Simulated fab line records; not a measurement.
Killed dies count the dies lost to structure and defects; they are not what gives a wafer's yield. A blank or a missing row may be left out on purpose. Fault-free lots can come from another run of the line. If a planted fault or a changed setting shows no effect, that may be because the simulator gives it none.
What tool caused it? :: flow berkeley cmos170 :: 14 lots with 42 wafers sampled at 6 steps, on a route of 331 steps

WHAT THE GAUGES SHOWED, per wafer
UCB170_PLDD_TW_MEAS_11.
lot: L736
measured: day 5 17:37
on: film metro-04
PLDD_TW: 997 997 1000

lot: L737
measured: day 6 04:09
on: film metro-04
PLDD_TW: 1002 994 995

lot: L739
measured: day 6 17:21
on: film metro-04
PLDD_TW: 996 1006 996

lot: L738
measured: day 6 17:52
on: film metro-01
PLDD_TW: 1019 1020 1020

lot: L743
measured: day 7 02:17
on: film metro-04
PLDD_TW: 935 934 941 940 937 938

lot: L744
measured: day 7 01:46
on: film metro-01
PLDD_TW: 961 960 963 961 967 960

lot: L745
measured: day 7 17:56
on: film metro-01
PLDD_TW: 1018 1017 1016

lot: L748
measured: day 8 09:27
on: film metro-01
PLDD_TW: 1026 1026 1015

lot: L751
measured: day 9 11:15
on: film metro-01
PLDD_TW: 1023 1021 1022

lot: L753
measured: day 9 19:29
on: film metro-03
PLDD_TW: 1010 1006 1004

lot: L754
measured: day 9 23:25
on: film metro-03
PLDD_TW: 1008 1007 1005

lot: L757
measured: day 10 08:55
on: film metro-03
PLDD_TW: 1015 1013 1007

lot: L758
measured: day 10 18:06
on: film metro-03
PLDD_TW: 1012 1011 1012

lot: L759
measured: day 11 12:13
on: film metro-04
PLDD_TW: 997 991 991

UCB170_SDANNEAL_RS_MEAS_04: measures by four-point-probe.
lot: L736
measured: day 6 10:27
on: film metro-03
PLDD_RS (ohm/sq): 1026.9 1025.5 1027.4

lot: L737
measured: day 6 15:52
on: film metro-04
PLDD_RS (ohm/sq): 1033.5 1031.1 1032.9

lot: L739
measured: day 7 04:24
on: film metro-04
PLDD_RS (ohm/sq): 1033.6 1031.4 1032.1

lot: L738
measured: day 7 04:25
on: film metro-01
PLDD_RS (ohm/sq): 1035.3 1031.8 1034.1

lot: L743
measured: day 8 01:37
on: film metro-04
PLDD_RS (ohm/sq): 1046.8 1043.8 1042.4 1047.0 1046.0 1047.4

lot: L744
measured: day 7 13:59
on: film metro-01
PLDD_RS (ohm/sq): 1049.2 1046.2 1047.3 1048.3 1046.2 1049.7

lot: L745
measured: day 8 07:08
on: film metro-01
PLDD_RS (ohm/sq): 1030.1 1028.0 1031.2

lot: L748
measured: day 8 21:54
on: film metro-03
PLDD_RS (ohm/sq): 1030.0 1032.6 1027.9

lot: L751
measured: day 10 00:30
on: film metro-01
PLDD_RS (ohm/sq): 1033.4 1028.9 1029.5

lot: L753
measured: day 10 11:13
on: film metro-01
PLDD_RS (ohm/sq): 1030.6 1028.5 1028.5

lot: L754
measured: day 10 13:28
on: film metro-03
PLDD_RS (ohm/sq): 1027.2 1033.9 1029.0

lot: L757
measured: day 10 22:46
on: film metro-01
PLDD_RS (ohm/sq): 1028.3 1027.5 1030.6

lot: L758
measured: day 11 08:01
on: film metro-04
PLDD_RS (ohm/sq): 1033.3 1033.7 1033.5

lot: L759
measured: day 11 22:38
on: film metro-03
PLDD_RS (ohm/sq): 1027.9 1029.0 1026.2

EACH LOT AND THE TOOL THAT RAN IT (in order: tool; ch and the chambers of the sampled wafers; start)
lot: L736
UCB170_ACTIVE_ETCH_15: rie diel-04 ch 0,2, day 3 21:31
UCB170_PLDD_IMPLANT_08: implanter-04 ch 0, day 5 17:13
UCB170_NLDD_STRIP_10: plasma asher-01 ch 0,1, day 5 19:39
UCB170_NSD_STRIP_09: plasma asher-04 ch 0,1, day 6 05:58

lot: L737
UCB170_ACTIVE_ETCH_15: rie diel-04 ch 0,1, day 4 06:28
UCB170_PLDD_IMPLANT_08: implanter-04 ch 0, day 6 03:46
UCB170_NLDD_STRIP_10: plasma asher-02 ch 0,1, day 6 05:53
UCB170_NSD_STRIP_09: plasma asher-04 ch 0,1, day 6 14:14

lot: L739
UCB170_ACTIVE_ETCH_15: rie diel-04 ch 0,3, day 4 19:54
UCB170_PLDD_IMPLANT_08: implanter-01 ch 0, day 6 16:57
UCB170_NLDD_STRIP_10: plasma asher-03 ch 0, day 6 19:01
UCB170_NSD_STRIP_09: plasma asher-03 ch 0, day 7 02:38

lot: L738
UCB170_ACTIVE_ETCH_15: rie diel-02 ch 0,2,3, day 4 20:18
UCB170_PLDD_IMPLANT_08: implanter-04 ch 0, day 6 17:28
UCB170_NLDD_STRIP_10: plasma asher-03 ch 0,1, day 6 19:34
UCB170_NSD_STRIP_09: plasma asher-02 ch 0,1, day 7 02:55

lot: L743
UCB170_ACTIVE_ETCH_15: rie diel-04 ch 0,1,2, day 5 09:18
UCB170_PLDD_IMPLANT_08: implanter-04 ch 0, day 7 01:53
UCB170_NLDD_STRIP_10: plasma asher-01 ch 0,1, day 7 16:55
UCB170_NSD_STRIP_09: plasma asher-03 ch 0,1, day 8 00:01

lot: L744
UCB170_ACTIVE_ETCH_15: rie diel-02 ch 0,2, day 5 09:25
UCB170_PLDD_IMPLANT_08: implanter-04 ch 0, day 7 01:23
UCB170_NLDD_STRIP_10: plasma asher-03 ch 0,1, day 7 05:22
UCB170_NSD_STRIP_09: plasma asher-02 ch 0,1, day 7 12:27

lot: L745
UCB170_ACTIVE_ETCH_15: rie diel-02 ch 0,1,3, day 5 15:40
UCB170_PLDD_IMPLANT_08: implanter-01 ch 0, day 7 17:32
UCB170_NLDD_STRIP_10: plasma asher-01 ch 0,1, day 7 19:40
UCB170_NSD_STRIP_09: plasma asher-02 ch 0,1, day 8 05:33

lot: L748
UCB170_ACTIVE_ETCH_15: rie diel-03 ch 0,1,3, day 6 10:38
UCB170_PLDD_IMPLANT_08: implanter-02 ch 0, day 8 09:03
UCB170_NLDD_STRIP_10: plasma asher-01 ch 0,1, day 8 11:32
UCB170_NSD_STRIP_09: plasma asher-02 ch 0,1, day 8 20:19

lot: L751
UCB170_ACTIVE_ETCH_15: rie diel-04 ch 0,1,2, day 7 06:37
UCB170_PLDD_IMPLANT_08: implanter-01 ch 0, day 9 10:51
UCB170_NLDD_STRIP_10: plasma asher-03 ch 0,1, day 9 13:05
UCB170_NSD_STRIP_09: plasma asher-04 ch 0,1, day 9 20:50

lot: L753
UCB170_ACTIVE_ETCH_15: rie diel-02 ch 1,2, day 7 14:35
UCB170_PLDD_IMPLANT_08: implanter-01 ch 0, day 9 19:05
UCB170_NLDD_STRIP_10: plasma asher-01 ch 0,1, day 9 21:30
UCB170_NSD_STRIP_09: plasma asher-02 ch 0,1, day 10 09:39

lot: L754
UCB170_ACTIVE_ETCH_15: rie diel-03 ch 1,2, day 7 23:25
UCB170_PLDD_IMPLANT_08: implanter-04 ch 0, day 9 23:02
UCB170_NLDD_STRIP_10: plasma asher-01 ch 0,1, day 10 01:50
UCB170_NSD_STRIP_09: plasma asher-04 ch 0,1, day 10 09:57

lot: L757
UCB170_ACTIVE_ETCH_15: rie diel-04 ch 0,2, day 8 10:18
UCB170_PLDD_IMPLANT_08: implanter-04 ch 0, day 10 08:31
UCB170_NLDD_STRIP_10: plasma asher-01 ch 0,1, day 10 10:35
UCB170_NSD_STRIP_09: plasma asher-02 ch 0,1, day 10 20:53

lot: L758
UCB170_ACTIVE_ETCH_15: rie diel-02 ch 0,1,2, day 8 19:52
UCB170_PLDD_IMPLANT_08: implanter-04 ch 0, day 10 17:42
UCB170_NLDD_STRIP_10: plasma asher-02 ch 0,1, day 10 20:18
UCB170_NSD_STRIP_09: plasma asher-04 ch 0,1, day 11 06:34

lot: L759
UCB170_ACTIVE_ETCH_15: rie diel-03 ch 0,3, day 9 07:47
UCB170_PLDD_IMPLANT_08: implanter-04 ch 0, day 11 11:49
UCB170_NLDD_STRIP_10: plasma asher-03 ch 0,1, day 11 14:15
UCB170_NSD_STRIP_09: plasma asher-04 ch 0,1, day 11 21:10
- UCB170_ACTIVE_ETCH_15: etches Si3N4 in CH3F/Ar/O2, stops on SiO2, target depth 242 nm, time 148.7 s.
- UCB170_PLDD_IMPLANT_08
- UCB170_NLDD_STRIP_10: strips in O2.
- UCB170_NSD_STRIP_09: strips in O2.

AS READ BY THE TOOLS THEMSELVES (means over the sampled wafers that have a number; for cases with no such wafer, the mark the record gives instead)
UCB170_ACTIVE_ETCH_15.
lot: L736
tool: rie diel-04
drypump motor current A (A): 6.5
mfc ar sccm (sccm): 50.09
oes product au (a.u.): 0.954
throttle valve pct (%): 8.08

lot: L737
tool: rie diel-04
drypump motor current A (A): 5.9
mfc ar sccm (sccm): 49.89
oes product au (a.u.): 0.954
throttle valve pct (%): 8.14

lot: L739
tool: rie diel-04
drypump motor current A (A): 6.3
mfc ar sccm (sccm): 49.98
oes product au (a.u.): 0.945
throttle valve pct (%): 8.10

lot: L738
tool: rie diel-02
drypump motor current A (A): 6.0
mfc ar sccm (sccm): 49.95
oes product au (a.u.): 0.934
throttle valve pct (%): 8.02

lot: L743
tool: rie diel-04
drypump motor current A (A): 6.1
mfc ar sccm (sccm): 49.93
oes product au (a.u.): 0.958
throttle valve pct (%): 8.07

lot: L744
tool: rie diel-02
drypump motor current A (A): 6.2
mfc ar sccm (sccm): 50.08
oes product au (a.u.): 0.952
throttle valve pct (%): 8.07

lot: L745
tool: rie diel-02
drypump motor current A (A): 6.3
mfc ar sccm (sccm): 49.77
oes product au (a.u.): 0.943
throttle valve pct (%): 7.91

lot: L748
tool: rie diel-03
drypump motor current A (A): 5.5
mfc ar sccm (sccm): 49.89
oes product au (a.u.): 0.951
throttle valve pct (%): 8.10

lot: L751
tool: rie diel-04
drypump motor current A (A): 6.1
mfc ar sccm (sccm): 49.86
oes product au (a.u.): 0.948
throttle valve pct (%): 8.06

lot: L753
tool: rie diel-02
drypump motor current A (A): 5.8
mfc ar sccm (sccm): 49.96
oes product au (a.u.): 0.938
throttle valve pct (%): 8.13

lot: L754
tool: rie diel-03
drypump motor current A (A): 5.6
mfc ar sccm (sccm): 50.06
oes product au (a.u.): 0.950
throttle valve pct (%): 8.16

lot: L757
tool: rie diel-04
drypump motor current A (A): 6.2
mfc ar sccm (sccm): 50.02
oes product au (a.u.): 0.945
throttle valve pct (%): 7.99

lot: L758
tool: rie diel-02
drypump motor current A (A): 6.2
mfc ar sccm (sccm): 50.09
oes product au (a.u.): 0.939
throttle valve pct (%): 8.04

lot: L759
tool: rie diel-03
drypump motor current A (A): 5.5
mfc ar sccm (sccm): 50.02
oes product au (a.u.): 0.943
throttle valve pct (%): 8.08

UCB170_PLDD_IMPLANT_08.
lot: L736
tool: implanter-04
beam energy keV: 10.003
beam on s (s): 10.04
end station pressure torr (Torr): 5.16e-06
faraday current uA: 158.4
rotation deg (degrees): -0.029

lot: L737
tool: implanter-04
beam energy keV: 9.995
beam on s (s): 9.86
end station pressure torr (Torr): 4.94e-06
faraday current uA: 161.1
rotation deg (degrees): 0.000

lot: L739
tool: implanter-01
beam energy keV: 10.000
beam on s (s): 10.03
end station pressure torr (Torr): 5.33e-06
faraday current uA: 157.8
rotation deg (degrees): 0.010

lot: L738
tool: implanter-04
beam energy keV: 9.998
beam on s (s): 9.84
end station pressure torr (Torr): 4.83e-06
faraday current uA: 161.0
rotation deg (degrees): -0.001

lot: L743
tool: implanter-04
beam energy keV: 6.501
beam on s (s): 15.96
end station pressure torr (Torr): 5.19e-06
faraday current uA: 99.2
rotation deg (degrees): -0.009

lot: L744
tool: implanter-04
beam energy keV: 6.501
beam on s (s): 15.69
end station pressure torr (Torr): 5.08e-06
faraday current uA: 100.9
rotation deg (degrees): 0.012

lot: L745
tool: implanter-01
beam energy keV: 10.003
beam on s (s): 10.17
end station pressure torr (Torr): 5.34e-06
faraday current uA: 155.7
rotation deg (degrees): 0.017

lot: L748
tool: implanter-02
beam energy keV: 10.004
beam on s (s): 10.07
end station pressure torr (Torr): 4.99e-06
faraday current uA: 157.2
rotation deg (degrees): -0.005

lot: L751
tool: implanter-01
beam energy keV: 10.000
beam on s (s): 10.09
end station pressure torr (Torr): 5.01e-06
faraday current uA: 157.6
rotation deg (degrees): 0.010

lot: L753
tool: implanter-01
beam energy keV: 9.996
beam on s (s): 9.81
end station pressure torr (Torr): 5.10e-06
faraday current uA: 161.8
rotation deg (degrees): -0.009

lot: L754
tool: implanter-04
beam energy keV: 9.998
beam on s (s): 9.77
end station pressure torr (Torr): 4.92e-06
faraday current uA: 162.2
rotation deg (degrees): 0.006

lot: L757
tool: implanter-04
beam energy keV: 9.999
beam on s (s): 10.12
end station pressure torr (Torr): 4.99e-06
faraday current uA: 157.1
rotation deg (degrees): -0.005

lot: L758
tool: implanter-04
beam energy keV: 10.001
beam on s (s): 9.89
end station pressure torr (Torr): 5.42e-06
faraday current uA: 160.6
rotation deg (degrees): 0.006

lot: L759
tool: implanter-04
beam energy keV: 9.997
beam on s (s): 10.04
end station pressure torr (Torr): 4.98e-06
faraday current uA: 157.4
rotation deg (degrees): -0.003

UCB170_NLDD_STRIP_10.
lot: L736
tool: plasma asher-01
drypump motor current A (A): 5.7
oes product au (a.u.): 0.733
strip time to endpoint s (s): 21.59

lot: L737
tool: plasma asher-02
drypump motor current A (A): 6.0
oes product au (a.u.): 0.735
strip time to endpoint s (s): 21.61

lot: L739
tool: plasma asher-03
drypump motor current A (A): 5.6
oes product au (a.u.): 0.733
strip time to endpoint s (s): 21.67

lot: L738
tool: plasma asher-03
drypump motor current A (A): 5.6
oes product au (a.u.): 0.735
strip time to endpoint s (s): 21.70

lot: L743
tool: plasma asher-01
drypump motor current A (A): 6.1
oes product au (a.u.): 0.735
strip time to endpoint s (s): 21.64

lot: L744
tool: plasma asher-03
drypump motor current A (A): 5.6
oes product au (a.u.): 0.738
strip time to endpoint s (s): 21.66

lot: L745
tool: plasma asher-01
drypump motor current A (A): 6.1
oes product au (a.u.): 0.735
strip time to endpoint s (s): 21.64

lot: L748
tool: plasma asher-01
drypump motor current A (A): 5.7
oes product au (a.u.): 0.734
strip time to endpoint s (s): 21.66

lot: L751
tool: plasma asher-03
drypump motor current A (A): 5.6
oes product au (a.u.): 0.735
strip time to endpoint s (s): 21.61

lot: L753
tool: plasma asher-01
drypump motor current A (A): 6.2
oes product au (a.u.): 0.737
strip time to endpoint s (s): 21.61

lot: L754
tool: plasma asher-01
drypump motor current A (A): 5.7
oes product au (a.u.): 0.734
strip time to endpoint s (s): 21.57

lot: L757
tool: plasma asher-01
drypump motor current A (A): 6.2
oes product au (a.u.): 0.737
strip time to endpoint s (s): 21.68

lot: L758
tool: plasma asher-02
drypump motor current A (A): 6.0
oes product au (a.u.): 0.735
strip time to endpoint s (s): 21.67

lot: L759
tool: plasma asher-03
drypump motor current A (A): 5.6
oes product au (a.u.): 0.735
strip time to endpoint s (s): 21.61

UCB170_NSD_STRIP_09.
lot: L736
tool: plasma asher-04
drypump motor current A (A): 5.2
oes product au (a.u.): 0.534
strip time to endpoint s (s): 35.85

lot: L737
tool: plasma asher-04
drypump motor current A (A): 5.2
oes product au (a.u.): 0.537
strip time to endpoint s (s): 35.96

lot: L739
tool: plasma asher-03
drypump motor current A (A): 5.6
oes product au (a.u.): 0.534
strip time to endpoint s (s): 35.68

lot: L738
tool: plasma asher-02
drypump motor current A (A): 6.0
oes product au (a.u.): 0.535
strip time to endpoint s (s): 35.96

lot: L743
tool: plasma asher-03
drypump motor current A (A): 5.6
oes product au (a.u.): 0.538
strip time to endpoint s (s): 35.72

lot: L744
tool: plasma asher-02
drypump motor current A (A): 6.0
oes product au (a.u.): 0.535
strip time to endpoint s (s): 35.91

lot: L745
tool: plasma asher-02
drypump motor current A (A): 6.2
oes product au (a.u.): 0.534
strip time to endpoint s (s): 35.76

lot: L748
tool: plasma asher-02
drypump motor current A (A): 6.0
oes product au (a.u.): 0.534
strip time to endpoint s (s): 35.93

lot: L751
tool: plasma asher-04
drypump motor current A (A): 5.2
oes product au (a.u.): 0.532
strip time to endpoint s (s): 35.92

lot: L753
tool: plasma asher-02
drypump motor current A (A): 6.0
oes product au (a.u.): 0.536
strip time to endpoint s (s): 35.83

lot: L754
tool: plasma asher-04
drypump motor current A (A): 5.1
oes product au (a.u.): 0.535
strip time to endpoint s (s): 35.78

lot: L757
tool: plasma asher-02
drypump motor current A (A): 6.0
oes product au (a.u.): 0.536
strip time to endpoint s (s): 35.93

lot: L758
tool: plasma asher-04
drypump motor current A (A): 5.2
oes product au (a.u.): 0.533
strip time to endpoint s (s): 35.78

lot: L759
tool: plasma asher-04
drypump motor current A (A): 5.2
oes product au (a.u.): 0.538
strip time to endpoint s (s): 35.87

THE ANSWER, worked out from the rows above alone
Rule: the usual values come from the lots themselves. Put in order of their means at a reading, lots are off if they are a third of the lots or fewer, leave a main group of 4 or more, and stand apart from it by a gap of 3 or more times the standard deviation of the main group's means; of several such gaps the widest counts. If all means in a main group match to the digits the tables above print for the reading, that group is not used. Also off: a lot with no number at a reading for which 4 or more lots have one. Any other lot the step has rows for is counted as sound. Order of review: gauges by route order, followed by the tools' own readings, for which a lot's mean as printed above is used. The first step at which some lot is off is used, and at that step the reading that is off furthest; a lot without a number counts as furthest.
Off: L743, L744, at UCB170_PLDD_TW_MEAS_11 (PLDD_TW). The main group has a mean of 1009 with a standard deviation of 9.8.
A tool fits if, at a process step before that reading, it ran every lot that is off, and no sound lot after the first of them. The gauges at UCB170_PLDD_TW_MEAS_11 aren't tried: what is off there is off at UCB170_PLDD_IMPLANT_08 too, on other tools, and a gauge's error can't cause that. Of those tried, none fits.

WHAT WAS PUT IN BY THE SIMULATOR
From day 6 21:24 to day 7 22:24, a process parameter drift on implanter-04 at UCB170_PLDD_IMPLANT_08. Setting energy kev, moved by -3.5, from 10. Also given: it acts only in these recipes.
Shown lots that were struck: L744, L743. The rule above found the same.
